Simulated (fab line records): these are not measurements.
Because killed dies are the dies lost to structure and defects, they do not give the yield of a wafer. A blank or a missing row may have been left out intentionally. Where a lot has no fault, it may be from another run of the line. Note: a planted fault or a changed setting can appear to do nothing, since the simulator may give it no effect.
The tool behind it: which one? -- flow berkeley cmos170 -- 21 wafers from 7 lots sampled at 3 of the route's 331 steps

WHAT THE GAUGES SHOWED, per wafer
UCB170_NSD_TW_MEAS_10.
lot,measured,on,NSD_TW
L862,day 7 05:00,film metro-04,4192 4221 4211
L866,day 7 19:45,film metro-04,4234 4200 4217
L869,day 8 23:14,film metro-02,4159 4156 4151
L872,day 9 08:42,film metro-02,4186 4167 4183
L877,day 10 00:53,film metro-03,4213 4205 4209
L874,day 10 01:08,film metro-04,3893 3869 3885
L878,day 10 20:05,film metro-03,4197 4203 4223

WHAT TOOL EACH LOT RAN ON (gives the tool, then ch and the chambers of the sampled wafers, and finally the start)
lot,UCB170_NSD_IMPLANT_08,UCB170_NSD_STRIP_09
L862,"implanter-02 ch 0, day 7 04:45","plasma asher-01 ch 0,1, day 7 04:54"
L866,"implanter-01 ch 0, day 7 19:32","plasma asher-04 ch 0,1, day 7 19:40"
L869,"implanter-01 ch 0, day 8 23:01","plasma asher-01 ch 0,1, day 8 23:08"
L872,"implanter-02 ch 0, day 9 08:27","plasma asher-02 ch 0,1, day 9 08:36"
L877,"implanter-02 ch 0, day 10 00:37","plasma asher-04 ch 0,1, day 10 00:46"
L874,"implanter-01 ch 0, day 10 00:54","plasma asher-01 ch 0,1, day 10 01:01"
L878,"implanter-03 ch 0, day 10 19:50","plasma asher-02 ch 0,1, day 10 19:58"
- UCB170_NSD_IMPLANT_08
- UCB170_NSD_STRIP_09: strips in O2.

THE ANSWER, worked out from the rows above alone
Rule: the usual values come from the lots themselves. Put in order of their means at a reading, lots are off if they are a third of the lots or fewer, leave a main group of 4 or more, and stand apart from it by a gap of 3 or more times the standard deviation of the main group's means; of several such gaps the widest counts. A main group whose means are all the same, to the digits that the tables above print for the reading, isn't used. A lot without any number at a reading at which 4 lots or more have one is off too. Any other lot the step has rows for is counted as sound.
Off: at UCB170_NSD_TW_MEAS_10 (NSD_TW), L874. Main group: mean 4196, sd 22.
If a tool, at a process step before that reading, ran all the lots that are off and no sound lot after the first of them, it fits. Gauges at UCB170_NSD_TW_MEAS_10: tried the same way as those tools. Can't be told from this: 3 tools fit, implanter-01 at UCB170_NSD_IMPLANT_08, plasma asher-01 at UCB170_NSD_STRIP_09, film metro-04 at UCB170_NSD_TW_MEAS_10.

WHAT THE SIMULATOR HAD INSERTED
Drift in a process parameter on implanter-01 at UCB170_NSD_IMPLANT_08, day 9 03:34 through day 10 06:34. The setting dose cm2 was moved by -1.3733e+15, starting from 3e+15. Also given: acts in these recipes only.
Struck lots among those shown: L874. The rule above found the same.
